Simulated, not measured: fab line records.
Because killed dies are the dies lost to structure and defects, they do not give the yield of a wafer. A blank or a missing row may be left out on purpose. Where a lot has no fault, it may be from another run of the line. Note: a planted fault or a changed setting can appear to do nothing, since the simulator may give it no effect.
2 desks, one fault | flow berkeley cmos170 | each desk holds nothing but its own numbers, with what lay behind them at the end

== FROM THE METROLOGY DESK ==
What the gauges read, lot by lot, whatever tool the lot ran on: means of the sampled wafers that have a number. Any lot whose mean is over 4 standard deviations away from the usual mean is out of limits and marked OUT; that distance is given in the brackets.
Columns: A = PFIELD_OVL at UCB170_PFIELD_OVL_MEAS_06, usual 4 nm; B = PFIELD_TW at UCB170_PFIELD_TW_MEAS_09, usual 595; C = FIELD_OXIDE_THK at UCB170_FIELD_THK_MEAS_02, usual 558 nm; D = FIELD_OXIDE_LEFT_1_THK at UCB170_FIELD_THK_MEAS_90, usual 441 nm
lot  | first seen here | A  | B   | C   | D
L780 | day 5 03:40     | 5  | 591 | 565 | 448
L785 | day 6 04:50     | 3  | 589 | 558 | 442
L789 | day 7 12:23     | 5  | 603 | 563 | 462
L792 | day 7 12:53     | 12 | 591 | 563 | 462
L798 | day 8 06:58     | -1 | 593 | 555 | 439
L795 | day 8 15:34     | 12 | 600 | 542 | 425
This desk's verdict: no lot among the 6 shows anything out of limits.

== FOR THE TOOL OWNER'S DESK: wet bench-02 ==
The tool's own readings at UCB170_FIELD_WET_ETCH_06 (etches SiO2 in BOE, time 22 s): means of the sampled wafers that have a number, for each lot that ran on this tool. Any lot whose mean is over 4 standard deviations away from the usual mean is out of limits and marked OUT; that distance is given in the brackets.
Columns: A = run length s at UCB170_FIELD_WET_ETCH_06, usual 50.7 s; B = temp c at UCB170_FIELD_WET_ETCH_06, usual 24.99 C
lot  | first seen here | A    | B
L780 | day 6 01:15     | 55.3 | 24.99
L789 | day 8 07:28     | 42.8 | 24.96
L792 | day 8 07:28     | 42.2 | 24.99
This desk's verdict: no lot among the 3 shows anything out of limits.

== BROUGHT TOGETHER ==
Nothing out of limits was seen by the metrology desk.
The desk of the tool owner found nothing out of limits.

== WHAT THE SIMULATOR HAD INSERTED ==
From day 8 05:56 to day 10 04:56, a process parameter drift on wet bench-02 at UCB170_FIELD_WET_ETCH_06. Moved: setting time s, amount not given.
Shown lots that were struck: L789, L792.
